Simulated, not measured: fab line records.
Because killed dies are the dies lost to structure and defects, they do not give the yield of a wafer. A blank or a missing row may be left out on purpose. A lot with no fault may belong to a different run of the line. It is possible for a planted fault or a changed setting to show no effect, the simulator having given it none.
Problem report, 8D (eight disciplines) form, completed by code    flow rit cmos    the parts of the form that need people (team, actions taken, sign-off) are left out

== 1. WHAT IS WRONG ==
At RIT_SILICIDE_RTA_04, wafer_temp_C_max averages 644.9 over 6 wafers from 2 lots, while fault-free wafers read 652.3, standard deviation 0.55. Measured from the usual mean, that is -13 standard deviations.
The step: time 10 s, ramp up 5 s, ramp down 5 s.
First seen on wafer L558.2, day 5 06:17, on rtp anneal-02. The record holds 18 wafers of 6 lots with a number at this step. The rule behind "out" and "out of limits": a value lying over 4 standard deviations away from the usual mean. The rest of the wafers with a number are treated as sound.

== 2. WHAT IT IS, AND WHAT IT ISN'T ==
question                     is                      is not
which readings at this step  wafer_temp_C_max        -
which lots                   L558, L560              L550, L551, L567, L569
which wafers of those lots   all that have a number  -
read on which tools          rtp anneal-02           rtp anneal-01
when                         from day 5 06:17        up to then (6 sound wafers); but 6 sound wafers of L567, L569 came after

== 3. WHAT RULES OUT EACH SUSPECT ==
Counting: any tool at a process step up to the reading is kept as a suspect provided that every lot that is out went through it and no sound lot did after the first of them.
- rtp anneal-01 at RIT_SDANNEAL_RTA_03 (time 5 s): kept. Every lot that is out went through it, starting with L558 (day 5 05:23), and after that it ran no sound lot; the last sound lot it ran before then is L550 (day 3 10:58).
- pvd sputter-02 at RIT_SILICIDE_SPUTTER_01 (material Ti, target thk 30 nm, time 240 s): kept. Every lot that is out went through it, starting with L558 (day 5 05:56), and after that it ran no sound lot; the last sound lot it ran before then is L550 (day 3 11:30).
- rtp anneal-02 at RIT_SILICIDE_RTA_04 (time 10 s, ramp up 5 s, ramp down 5 s): kept. Every lot that is out went through it, starting with L558 (day 5 06:17), and after that it ran no sound lot; the last sound lot it ran before then is L550 (day 3 11:51). On those wafers its own readings are out: wafer_temp_C_max.
The count leaves rtp anneal-01 at RIT_SDANNEAL_RTA_03, pvd sputter-02 at RIT_SILICIDE_SPUTTER_01, and rtp anneal-02 at RIT_SILICIDE_RTA_04.

== 4. THE CAUSE (what the simulator had put in) ==
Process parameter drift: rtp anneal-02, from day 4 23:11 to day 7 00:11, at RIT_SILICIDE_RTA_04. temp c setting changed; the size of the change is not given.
Counting leaves 3 suspects; this tool is one of them.

== 5. THE EFFECT CHAIN, in route order ==
Each row: a reading whose mean over the struck wafers that have a number lies more than 3 standard deviations from the usual. Readings are gone through only where the record gives a usual standard deviation; hours: the median, over the lots, of the time from a lot's start at the first step in this table giving one to that lot's start at this step; sigmas: the change measured in usual standard deviations.
hours  step                 reading           usual  on struck wafers  change  sigmas
0      RIT_SILICIDE_RTA_04  wafer_temp_C_max  652.3  644.9             -7.4    -13
Process steps it contains:
- RIT_SILICIDE_RTA_04: time 10 s, ramp up 5 s, ramp down 5 s.

== 6. HOW IT WOULD HAVE BEEN CAUGHT EARLIER ==
First out-of-limits reading in this record: day 5 06:17, which is 7 hours after fault onset at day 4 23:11.
